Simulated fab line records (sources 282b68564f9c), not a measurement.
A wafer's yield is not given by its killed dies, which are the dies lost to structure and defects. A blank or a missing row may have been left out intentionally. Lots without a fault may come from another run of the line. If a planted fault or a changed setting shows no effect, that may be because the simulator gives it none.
2 desks, one fault	flow rit cmos	only its own numbers are on each desk; what lay behind them is given at the end

## TOOL OWNER'S DESK, litho track-02
The tool's own readings at RIT_ACTIVE_DEVELOP_10 (develop time 50 s): means of the sampled wafers that have a number, for each lot that ran on this tool. Marked OUT: a lot whose mean sits more than 4 standard deviations from the usual mean, which makes it out of limits; the brackets give that distance.
Columns: A = developer temp C at RIT_ACTIVE_DEVELOP_10, usual 22.98 C
lot	first seen here	A
L697	day 2 15:00	23.08
L702	day 3 16:00	23.04
L710	day 5 08:00	25.27 (+24) OUT
L714	day 6 04:00	25.29 (+24) OUT
This desk's finding: out of limits on L710, L714; first on L710, day 5 08:00 (developer temp C at RIT_ACTIVE_DEVELOP_10). In limits: L697, L702.

## AT THE METROLOGY DESK
What the gauges read, lot by lot, whatever tool the lot ran on: means of the sampled wafers that have a number. Marked OUT: a lot whose mean sits more than 4 standard deviations from the usual mean, which makes it out of limits; the brackets give that distance.
Columns: A = cd nm at RIT_ACTIVE_CD_MEAS_11, usual 1398.8 nm
lot	first seen here	A
L692	day 1 15:18	1397.1
L694	day 2 02:50	1399.2
L695	day 2 05:37	1401.0
L696	day 2 10:26	1401.2
L697	day 2 15:35	1398.4
L698	day 2 20:29	1397.7
L700	day 3 06:34	1399.9
L701	day 3 11:34	1396.2
L702	day 3 16:34	1395.4
L704	day 4 02:26	1400.5
L709	day 5 03:34	1399.3
L710	day 5 08:28	1409.4 (+4.8) OUT
L714	day 6 04:35	1405.2
L715	day 6 09:28	1397.0
This desk's finding: out of limits on L710; first on L710, day 5 08:28 (cd nm at RIT_ACTIVE_CD_MEAS_11). In limits: L692, L694, L695, L696, L697, L698, L700, L701, L702, L704, L709, L714, L715.

## BROUGHT TOGETHER
An alarm could have come from the tool owner's desk at day 5 08:00, on L710, L714.
At day 5 08:28 the metrology desk could have sounded an alarm, on L710.
The metrology desk has L714 on record, within its limits.
Of the lots named, all ran RIT_ACTIVE_DEVELOP_10 on litho track-02.

## WHAT HAD BEEN PUT IN BY THE SIMULATOR
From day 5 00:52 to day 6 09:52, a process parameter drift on litho track-02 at RIT_ACTIVE_DEVELOP_10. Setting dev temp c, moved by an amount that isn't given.
Shown lots that were struck: L710, L714.
Hours from the fault's start to each desk's first reading out of limits: the tool owner's desk, 7; the metrology desk, 8.
